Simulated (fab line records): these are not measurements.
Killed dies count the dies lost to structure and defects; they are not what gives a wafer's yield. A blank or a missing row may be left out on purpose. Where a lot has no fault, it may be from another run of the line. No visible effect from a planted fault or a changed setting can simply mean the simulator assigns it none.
The tool behind it: which one?	flow rit cmos	at 1 step of a route of 202, 13 lots with 39 wafers sampled

## WHAT THE GAUGES SHOWED, per wafer
Not one reading of a measure or inspect step in the record can be checked against a usual standard deviation.

## WHAT TOOL EACH LOT RAN ON (gives the tool, then ch and the chambers of the sampled wafers, and finally the start)
lot	RIT_PRETRO_STRIP_09
L690	plasma asher-02 ch 0,1, day 2 08:26
L691	plasma asher-03 ch 0,1, day 2 13:54
L693	plasma asher-03 ch 0,1, day 3 00:55
L694	plasma asher-02 ch 0, day 3 04:02
L695	plasma asher-03 ch 0,1, day 3 09:04
L698	plasma asher-03 ch 0,1, day 4 01:11
L702	plasma asher-01 ch 0,1, day 4 19:35
L707	plasma asher-02 ch 0,1, day 5 22:17
L709	plasma asher-02 ch 0,1, day 6 06:11
L710	plasma asher-02 ch 0,1, day 6 13:16
L711	plasma asher-02 ch 0,1, day 6 16:32
L712	plasma asher-03 ch 0, day 6 23:46
L713	plasma asher-01 ch 0,1, day 7 02:25
- RIT_PRETRO_STRIP_09: strips in O2, time 180 s.

## WHAT THE TOOLS THEMSELVES READ (means of the sampled wafers that have a number; where no wafer has one, the mark that the record gives instead)
RIT_PRETRO_STRIP_09.
lot	tool	drypump motor current A (A)	run length s (s)
L690	plasma asher-02	5.7	207.9
L691	plasma asher-03	6.5	208.5
L693	plasma asher-03	6.6	208.4
L694	plasma asher-02	5.8	208.1
L695	plasma asher-03	6.6	208.3
L698	plasma asher-03	6.5	208.7
L702	plasma asher-01	5.3	27.3
L707	plasma asher-02	5.8	208.2
L709	plasma asher-02	5.7	208.1
L710	plasma asher-02	5.8	208.2
L711	plasma asher-02	5.7	208.1
L712	plasma asher-03	6.4	209.0
L713	plasma asher-01	5.6	207.9

## THE ANSWER, worked out from the rows above alone
Rule: what is usual is taken from the lots themselves. The widest of any qualifying gaps counts: lots, ordered by their means at a reading, are off when they make up no more than a third of the lots, leave a main group of 4 or more, and stand apart from it by 3 or more times the standard deviation of that group's means. A main group whose means are all the same, to the digits that the tables above print for the reading, isn't used. Also off: a lot with no number at a reading for which 4 or more lots have one. The other lots that the step has rows for count as sound. Order of review: gauges by route order, followed by the tools' own readings, for which a lot's mean as printed above is used. At the first step where some lot is off, the reading lying furthest off is the one used; lots without a number count as furthest.
Off, at RIT_PRETRO_STRIP_09 on run length s: L702. The main group has a mean of 208.3 s with a standard deviation of 0.31.
A tool fits if, at that step or a process step before it, it ran every lot that is off, and no sound lot after the first of them. No candidate that was tried fits.

## WHAT HAD BEEN PUT IN BY THE SIMULATOR
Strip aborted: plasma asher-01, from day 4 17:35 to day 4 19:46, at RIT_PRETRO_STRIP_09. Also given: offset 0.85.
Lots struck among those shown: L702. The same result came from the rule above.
